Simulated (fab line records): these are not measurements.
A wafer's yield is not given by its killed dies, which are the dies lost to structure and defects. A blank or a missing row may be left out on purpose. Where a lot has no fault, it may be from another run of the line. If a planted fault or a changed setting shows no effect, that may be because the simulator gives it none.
A lot that was struck, set against a sound lot    flow rit cmos    19 steps out of a route of 202
Sound: these wafers, L505.1, L505.3, L505.6. The struck wafers were L499.1, L499.2, L499.4. The cause is given at the end.
For every step that has rows: the tool of each side, followed by ch and its chambers, followed by its first start. Under that, the readings that differ: sound wafers    struck wafers    difference of the means    sigmas: that difference in standard deviations of wafers without a fault.
alike: same words and numbers on both sides, and readings whose means sit less than 2 such deviations apart. not compared: any withheld reading, any reading some wafer has no value for, any bound like >300 that may hide the same value, and any number with overlapping values for which the record gives no deviation.
A row with sigmas, a row that says differs or no value, or rows on one side alone: a step with any of these is where the two part. When numbers do not overlap yet have no deviation, they are printed without sigmas and do not part them. A reading that every wafer of one side lacks parts them only if that side has two wafers or more.

RIT_SDANNEAL_RS_MEAS_06: measures by four-point-probe.
  sound on film metro-02 at day 7 10:01; struck on film metro-04 at day 6 02:25
  alike: PLDD_RS
RIT_SDANNEAL_RS_MEAS_07: measures by four-point-probe.
  sound on film metro-02 at day 7 10:08; struck on film metro-04 at day 6 02:32
  alike: NLDD_RS
then, 1 step without rows for these wafers: RIT_SILICIDE_WET_ETCH_00 (etches SiO2 in BOE, target depth 14 nm, time 15 s).
RIT_SILICIDE_SPUTTER_01: material Ti, target thk 30 nm, time 240 s.
  sound on pvd sputter-03 at day 7 10:16; struck on pvd sputter-04 at day 6 02:40
  alike: throttle valve pct
RIT_SILICIDE_RS_MEAS_02: measures by four-point-probe.
  sound on film metro-03 at day 7 10:25; struck on film metro-01 at day 6 02:49
  alike: SILICIDE_TI_RS
RIT_SILICIDE_THK_MEAS_03: measures by xrf.
  sound on film metro-03 at day 7 10:32; struck on film metro-01 at day 6 02:56
  alike: SILICIDE_TI_THK
RIT_SILICIDE_RTA_04: time 10 s, ramp up 5 s, ramp down 5 s.
  sound on rtp anneal-01 ch 0, day 7 10:35; struck on rtp anneal-01 ch 0, day 6 03:00
  alike: chamber o2 ppm, wafer_temp_C_max
then, 1 step without rows for these wafers: RIT_SILICIDE_WET_ETCH_05 (etches Ti in SPM, time 120 s).
RIT_SILICIDE_RTA_06: time 10 s, ramp up 5 s, ramp down 10 s.
  sound on rtp anneal-02 ch 0, day 7 10:42; struck on rtp anneal-02 ch 0, day 6 03:07
  alike: chamber o2 ppm, wafer_temp_C_max
RIT_CONTACT_CVD_00: deposits SiO2 from TEOS, target thk 400 nm, time 62.96 s.
  sound on pecvd-01 ch 0,2, day 7 10:46; struck on pecvd-03 ch 0,1,2, day 6 03:11
  alike: heater power w
RIT_CONTACT_THK_MEAS_01:
  sound on film metro-04 at day 7 10:49; struck on film metro-04 at day 6 03:14
  alike: CONTACT_TEOS_THK
then, 1 step without rows for these wafers: RIT_CONTACT_HMDS_02 (prime time 60 s).
RIT_CONTACT_COAT_03: resist thk 1000 nm.
  sound on litho track-03 ch 0, day 7 11:02; struck on litho track-02, day 6 03:26
  no value came back on the struck wafers for chill plate temp C (C), dispense pressure kPa (kPa); on the sound wafers chill plate temp C (C) reads 23.08 22.92 22.90
then, 4 steps without rows for these wafers: RIT_CONTACT_SOFTBAKE_04 (time 60 s); RIT_CONTACT_EXPOSE_05 (exposes mask M11, target cd 1000 nm); RIT_CONTACT_PEB_06; RIT_CONTACT_DEVELOP_07 (develop time 120 s).
RIT_CONTACT_CD_MEAS_08: target cd 1000 nm.
  sound on cd sem-02 at day 7 11:58; struck on cd sem-02 at day 6 04:15
reading     sound              struck  difference                     sigmas
cd nm (nm)  998.9 996.8 998.3  - - -   no value on the struck wafers  
RIT_CONTACT_OVL_MEAS_09:
  sound on overlay-02 at day 7 12:05; struck on overlay-02 at day 6 04:22
reading           sound         struck  difference                     sigmas
CONTACT_OVL (nm)  -0.3 0.5 1.4  - - -   no value on the struck wafers  

== WHERE THEY PART ==
Last at RIT_CONTACT_OVL_MEAS_09 as far as this record goes, first at RIT_CONTACT_COAT_03.

WHY: what had been put in by the simulator
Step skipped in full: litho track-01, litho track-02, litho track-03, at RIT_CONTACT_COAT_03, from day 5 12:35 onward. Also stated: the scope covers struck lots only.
